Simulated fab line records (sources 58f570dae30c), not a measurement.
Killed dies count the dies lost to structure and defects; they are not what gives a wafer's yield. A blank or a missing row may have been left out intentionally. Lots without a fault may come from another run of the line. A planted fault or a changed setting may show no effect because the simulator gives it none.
Which tool did it? -- flow berkeley cmos170 -- 14 lots with 42 wafers sampled at 3 steps, on a route of 331 steps

WHAT THE GAUGES SHOWED, per wafer
UCB170_START_BOW_MEAS_00. Usual: INCOMING_BOW 0 um, standard deviation 7.3.
lot,measured,on,INCOMING_BOW (um),flag
L798,day 1 10:00,film metro-01,-2 -4 3,
L800,day 1 20:01,film metro-02,0 -5 1,
L801,day 2 01:00,film metro-02,-7 -8 -3,
L802,day 2 06:00,film metro-01,14 -5 -7,
L804,day 2 16:01,film metro-01,-3 7 -4,
L805,day 2 21:04,film metro-03,-1 -2 -7,
L806,day 3 02:00,film metro-02,14 -1 -8,
L808,day 3 12:00,film metro-01,2 -8 0,
L809,day 3 17:01,film metro-01,0 0 -7,
L814,day 4 18:01,film metro-01,8 1 6,
L815,day 4 23:01,film metro-03,2 0 5,
L816,day 5 04:01,film metro-03,-4 -7 -16,
L819,day 5 19:00,film metro-03,4 -9 1,
L820,day 6 00:00,film metro-01,0 -8 -3,

UCB170_NWELL_OVL_MEAS_12. Usual: NWELL_OVL 0 nm, standard deviation 5.5.
lot,measured,on,NWELL_OVL (nm),flag
L798,day 2 15:44,overlay-01,7 3 8,
L800,day 3 01:44,overlay-02,-9 0 -5,
L801,day 3 02:00,overlay-02,-4 -4 -7,
L802,day 3 13:25,overlay-01,4 9 5,
L804,day 3 22:43,overlay-01,3 2 -7,
L805,day 4 05:01,overlay-01,-2 -5 2,
L806,day 4 06:14,overlay-02,-4 -8 -3,
L808,day 4 14:19,overlay-01,-5 -11 -9,
L809,day 4 14:30,overlay-02,-7 -3 -9,
L814,day 5 18:00,overlay-01,1 -2 -1,
L815,day 6 03:20,overlay-02,-10 -6 0,
L816,day 6 03:35,overlay-01,8 1 -1,
L819,day 7 03:49,overlay-01,0 -5 -3,
L820,day 7 04:03,overlay-01,-3 0 -4,

WHICH TOOL RAN EACH LOT (tool, then ch and the chambers of the sampled wafers, then the start)
lot,UCB170_NWELL_DEVELOP_11
L798,"litho track-04 ch 0, day 2 15:00"
L800,"litho track-03 ch 0, day 3 01:00"
L801,"litho track-03 ch 0, day 3 01:00"
L802,"litho track-01 ch 0, day 3 13:00"
L804,"litho track-04 ch 0, day 3 22:00"
L805,"litho track-01 ch 0, day 4 04:00"
L806,"litho track-03 ch 0, day 4 06:00"
L808,"litho track-04 ch 0, day 4 14:00"
L809,"litho track-01 ch 0, day 4 14:00"
L814,"litho track-04 ch 0, day 5 17:00"
L815,"litho track-04 ch 0, day 6 03:00"
L816,"litho track-01 ch 0, day 6 03:00"
L819,"litho track-01 ch 0, day 7 03:00"
L820,"litho track-03 ch 0, day 7 03:00"
- UCB170_NWELL_DEVELOP_11: develop time 45 s.

AS READ BY THE TOOLS THEMSELVES (means over the sampled wafers that have a number; for cases with no such wafer, the mark the record gives instead)
UCB170_NWELL_DEVELOP_11. Usual: developer temp C 21.00 C, standard deviation 0.11; exhaust pa 45.0 Pa, standard deviation 0.97.
lot,tool,developer temp C (C),exhaust pa (Pa),flag
L798,litho track-04,21.02,46.1,
L800,litho track-03,20.85,45.9,
L801,litho track-03,20.98,44.8,
L802,litho track-01,21.07,43.9,
L804,litho track-04,20.89,45.0,
L805,litho track-01,21.05,45.0,
L806,litho track-03,20.98,44.6,
L808,litho track-04,21.05,44.5,
L809,litho track-01,20.91,43.8,
L814,litho track-04,21.82,44.3,OFF
L815,litho track-04,21.83,46.2,OFF
L816,litho track-01,21.11,44.4,
L819,litho track-01,21.12,46.0,
L820,litho track-03,20.78,45.4,

THE ANSWER, worked out from the rows above alone
Rule: lot off if the mean of its wafers having a number is beyond 3 standard deviations from the usual mean. A lot without any number at a reading at which 4 lots or more have one is off too. All remaining lots with rows at the step are treated as sound. First the gauges in route order, then the tools' own readings, where a lot's mean is used as printed above. At the first step where some lot is off, the reading lying furthest off is the one used; lots without a number count as furthest.
Off: L814, L815 (UCB170_NWELL_DEVELOP_11, developer temp C).
If a tool, at that step or one of the process steps before it, ran each lot that is off and ran no sound lot following the first of them, it fits. One fits: UCB170_NWELL_DEVELOP_11 on litho track-04. Its last sound lot is L808 (day 4 14:00), its first lot that is off L814 (day 5 17:00): a fault that began between those two fits.
On the lots that are off, the tool's own readings at UCB170_NWELL_DEVELOP_11 differ by more than 5 times the standard deviation of the sound lots' means, which bears it out; developer temp C reads 21.82 C there versus 20.98 C on the sound lots.

WHAT WAS PUT IN BY THE SIMULATOR
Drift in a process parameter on litho track-04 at UCB170_NWELL_DEVELOP_11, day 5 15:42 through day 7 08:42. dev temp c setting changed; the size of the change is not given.
Lots struck among those shown: L814, L815. The rule given above showed the same thing.
